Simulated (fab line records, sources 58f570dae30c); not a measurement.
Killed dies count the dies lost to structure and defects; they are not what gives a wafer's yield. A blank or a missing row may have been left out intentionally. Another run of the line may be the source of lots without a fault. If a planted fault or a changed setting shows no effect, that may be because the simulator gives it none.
Commonality check across tools | flow berkeley cmos170 | Lots sampled 15, wafers sampled 45

== WHAT PROMPTED THE OPENING ==
At UCB170_ACTIVE_OVL_MEAS_14 the reading ACTIVE_OVL is flagged on 3 of 15 lots. No-fault wafers: 3 nm, standard deviation 4.9.
Rule: a lot is flagged in two cases, either no wafer of it has a number, or all its wafers with numbers fall more than 4 standard deviations from that mean. The rest of the lots are taken to be sound.

lot  | measured    | on         | ACTIVE_OVL (nm), wafer by wafer | flag
L819 | day 4 06:50 | overlay-01 | 6 6 7                           |
L820 | day 4 07:20 | overlay-01 | 3 10 12                         |
L821 | day 4 14:12 | overlay-01 | -1 -4 -2                        |
L828 | day 5 17:16 | overlay-01 | 4 7 4                           |
L826 | day 5 17:33 | overlay-01 | 3 2 -4                          |
L824 | day 5 17:40 | overlay-02 | 2 -9 0                          |
L827 | day 5 17:54 | overlay-01 | 0 6 5                           |
L823 | day 5 18:09 | overlay-02 | -4 4 -6                         |
L825 | day 5 18:31 | overlay-01 | 4 -2 -1                         |
L831 | day 6 07:52 | overlay-02 | 8 2 4                           |
L832 | day 6 08:58 | overlay-02 | 3 8 12                          |
L833 | day 6 21:58 | overlay-01 | -221 -226 -220                  | FLAGGED
L835 | day 7 11:14 | overlay-02 | -210 -210 -214                  | FLAGGED
L834 | day 7 11:34 | overlay-01 | -220 -217 -212                  | FLAGGED
L839 | day 8 00:01 | overlay-02 | -5 3 -2                         |
On average the flagged lots' numbers are -217 nm, which is -220 nm against the usual, or -45 standard deviations.

== TOOL THAT RAN EACH LOT ==
Before the reading, the record contains 2 process steps out of a 331-step route. Read each cell as the tool, then ch plus the chambers that the sampled wafers visited, then the start.
lot  | flag    | UCB170_ZERO_ETCH_06               | UCB170_ACTIVE_EXPOSE_10
L819 |         | rie diel-02 ch 0,1,3, day 1 19:48 | krf scanner-01 ch 0, day 4 05:40
L820 |         | rie diel-02 ch 0,3, day 2 00:40   | krf scanner-01 ch 0, day 4 06:16
L821 |         | rie diel-01 ch 0,1, day 2 06:30   | krf scanner-01 ch 0, day 4 13:41
L828 |         | rie diel-03 ch 0,3, day 3 14:41   | krf scanner-02 ch 0, day 5 15:38
L826 |         | rie diel-01 ch 2,3, day 3 11:58   | krf scanner-02 ch 0, day 5 15:53
L824 |         | rie diel-03 ch 1,2,3, day 2 19:32 | krf scanner-01 ch 0, day 5 16:11
L827 |         | rie diel-02 ch 0,1,2, day 3 11:25 | krf scanner-02 ch 0, day 5 16:25
L823 |         | rie diel-03 ch 0,3, day 2 13:59   | krf scanner-01 ch 0, day 5 16:41
L825 |         | rie diel-01 ch 1,2, day 3 03:59   | krf scanner-01 ch 0, day 5 16:50
L831 |         | rie diel-01 ch 1,2,3, day 4 06:50 | krf scanner-01 ch 0, day 6 07:16
L832 |         | rie diel-02 ch 0,1,2, day 4 11:47 | krf scanner-01 ch 0, day 6 08:17
L833 | FLAGGED | rie diel-03 ch 0,1,3, day 4 14:17 | krf scanner-01 ch 0, day 6 21:26
L835 | FLAGGED | rie diel-01 ch 2,3, day 5 06:53   | krf scanner-01 ch 0, day 7 09:40
L834 | FLAGGED | rie diel-03 ch 0,2,3, day 5 01:43 | krf scanner-01 ch 0, day 7 10:11
L839 |         | rie diel-01 ch 0,2,3, day 5 21:18 | krf scanner-02 ch 0, day 7 22:40
What the steps here do:
- UCB170_ZERO_ETCH_06: etches SiO2 in CHF3/CF4/Ar, time 12 s.
- UCB170_ACTIVE_EXPOSE_10: exposes mask ACTIVE, target cd 1200 nm.
- UCB170_ACTIVE_OVL_MEAS_14

== FLAGGED OVER TOTAL, TOOL BY TOOL (the gauges that took the reading come last) ==
step                      | tool           | lots run | flagged | share of the flagged lots | sound lots run after its first flagged lot
UCB170_ZERO_ETCH_06       | rie diel-01    | 6        | 1       | some                      | 1 (L839)
UCB170_ZERO_ETCH_06       | rie diel-02    | 4        | 0       | none                      | -
UCB170_ZERO_ETCH_06       | rie diel-03    | 5        | 2       | some                      | 0
UCB170_ACTIVE_EXPOSE_10   | krf scanner-01 | 11       | 3       | all                       | 0
UCB170_ACTIVE_EXPOSE_10   | krf scanner-02 | 4        | 0       | none                      | -
UCB170_ACTIVE_OVL_MEAS_14 | overlay-01     | 9        | 2       | some                      | 0
UCB170_ACTIVE_OVL_MEAS_14 | overlay-02     | 6        | 1       | some                      | 1 (L839)

== WHAT IS ALLOWED BY THE TABLE ==
In the table, 1 row covers all flagged lots: krf scanner-01 at UCB170_ACTIVE_EXPOSE_10.
- krf scanner-01 at UCB170_ACTIVE_EXPOSE_10: 3 of its 11 lots flagged. A fault beginning between L832 (day 6 08:17), its last sound lot, and L833 (day 6 21:26), its first flagged one, fits the data.
Left over: one tool, krf scanner-01 at UCB170_ACTIVE_EXPOSE_10.

== WHAT HAD BEEN PUT IN BY THE SIMULATOR ==
Scanner matching overlay: krf scanner-01, from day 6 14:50 on, at UCB170_ACTIVE_EXPOSE_10. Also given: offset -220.
Shown lots that were struck: L833, L835, L834. This agrees with what the rule above found.
